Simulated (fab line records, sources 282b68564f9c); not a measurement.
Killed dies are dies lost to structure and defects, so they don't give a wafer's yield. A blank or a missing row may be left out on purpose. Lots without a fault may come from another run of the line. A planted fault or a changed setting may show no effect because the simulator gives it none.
Split-lot experiment | flow rit_cmos | 5 lots, 23 wafers read, on a route of 202 steps

THE SPLIT
At RIT_M1_SPUTTER_00 (material Al, target thk 400 nm, time 500 s), the setting time_s was moved away from the recipe's 500 s on 4 of the 23 wafers read, by -14.7% to -7.1%. The other wafers ran this setting at the recipe's value.

FROM THE SPLIT TO THE READING: what the file shows between them, 6 steps
- RIT_M1_RS_MEAS_01: measures by four-point-probe
- RIT_M1_THK_MEAS_02: measures by xrf
- RIT_M1_EXPOSE_06: exposes mask M12, target cd 2600 nm (also split here: dose_mj)
- RIT_M1_PEB_07
- RIT_M1_DEVELOP_08: develop time 68 s
- RIT_M1_CD_MEAS_09: target cd 2600 nm

THE READING
oes_product_au, in a.u., at RIT_M1_METAL_ETCH_12 (etches Al in Cl2/BCl3, stops on SiO2, time 165 s, target depth 600 nm). Fault-free wafers of this fab line usually give 0.784 a.u., standard deviation 0.0069 a.u..

wafer  | tool, chamber at the split | time_s as run, s | against the recipe | oes_product_au, a.u. | against lot-mates on the recipe
L076.1 | pvd_sputter-03, -          | 500              | recipe             | 0.787                | -
L076.2 | pvd_sputter-03, -          | 500              | recipe             | 0.785                | -
L076.4 | pvd_sputter-03, -          | 500              | recipe             | 0.785                | -
L076.5 | pvd_sputter-03, -          | 500              | recipe             | 0.780                | -
L076.6 | pvd_sputter-03, -          | 500              | recipe             | 0.785                | -
L078.1 | pvd_sputter-03, -          | 500              | recipe             | 0.773                | -
L078.2 | pvd_sputter-03, -          | 500              | recipe             | 0.775                | -
L078.3 | pvd_sputter-03, -          | 500              | recipe             | 0.780                | -
L078.4 | pvd_sputter-03, -          | 500              | recipe             | 0.778                | -
L078.5 | pvd_sputter-03, -          | 500              | recipe             | 0.787                | -
L079.1 | pvd_sputter-03, -          | 500              | recipe             | 0.793                | -
L079.2 | pvd_sputter-03, -          | 500              | recipe             | 0.780                | -
L079.3 | pvd_sputter-03, -          | 426.5            | -14.7%             | 0.732                | -0.053
L079.5 | pvd_sputter-03, -          | 500              | recipe             | 0.781                | -
L079.6 | pvd_sputter-03, -          | 426.5            | -14.7%             | 0.718                | -0.067
L081.1 | pvd_sputter-02, -          | 500              | recipe             | 0.783                | -
L081.3 | pvd_sputter-02, -          | 500              | recipe             | 0.786                | -
L081.6 | pvd_sputter-02, -          | 500              | recipe             | 0.772                | -
L084.1 | pvd_sputter-01, -          | 464.6            | -7.1%              | 0.742                | -0.037
L084.2 | pvd_sputter-01, -          | 464.6            | -7.1%              | 0.748                | -0.031
L084.3 | pvd_sputter-01, -          | 500              | recipe             | 0.781                | -
L084.4 | pvd_sputter-01, -          | 500              | recipe             | 0.784                | -
L084.6 | pvd_sputter-01, -          | 500              | recipe             | 0.771                | -

THE FIT
A straight line over all 23 wafers: oes_product_au changes by +0.00405 a.u. for each +1% of time_s; r = +0.95; the points scatter about the line by 0.0063 a.u..
The same after taking each lot's own level away (the mean of its wafers on the recipe; 23 wafers): +0.00417 a.u. for each +1%; r = +0.96; scatter 0.0054 a.u..
On that fit, the largest move of time_s shifts the reading by 0.061 a.u..
The lots' own levels span 0.7786 to 0.7847 a.u., that is 0.9 times the standard deviation above.
So the lot-to-lot level changes the slope little: the two slopes agree.
Check: with one of the wafers moved furthest among these (-14.7%) left out of the fit, the line predicts -0.0677 a.u. for it against its lot-mates. It came out at -0.0527 a.u. against them.

OTHER SPLITS ON THESE WAFERS
These wafers also went through other splits before the reading. Each is held against what the fit with the lots' levels taken away leaves over:
other split on the same wafers  | wafers away from the commonest value | r with oes_product_au (lot level and that fit taken away)
RIT_PLDD_COAT_01 spin_rpm       | 8                                    | -0.12
RIT_NSD_IMPLANT_08 energy_kev   | 5                                    | -0.18
RIT_PSD_IMPLANT_08 energy_kev   | 8                                    | +0.01
RIT_SILICIDE_SPUTTER_01 power_w | 6                                    | +0.20
RIT_M1_EXPOSE_06 dose_mj        | 9                                    | +0.18

THE WHOLE CHAIN: every reading that the file lists as answering this split, in the file's order
step                 | what it does                                                          | reading                                                                     | change (the file's fit)                  | r (the file's)
RIT_M1_SPUTTER_00    | material Al, target thk 400 nm, time 500 s                            | Al_of_M1_SPUTTER_00.thk_nm (the simulator's own value, which no gauge read) | +3.77 nm for each +1% of the setting     | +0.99
RIT_M1_RS_MEAS_01    | measures by four-point-probe                                          | M1_AL_RS                                                                    | -0.000804 for each +1% of the setting    | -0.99
RIT_M1_THK_MEAS_02   | measures by xrf                                                       | M1_AL_THK                                                                   | +3.76 for each +1% of the setting        | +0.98
RIT_M1_METAL_ETCH_12 | etches Al in Cl2/BCl3, stops on SiO2, time 165 s, target depth 600 nm | oes_product_au                                                              | +0.0042 a.u. for each +1% of the setting | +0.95

THE FILE'S OWN FIT
oes_product_au changes by +0.0042 a.u. for each +1% of time_s, r = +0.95.
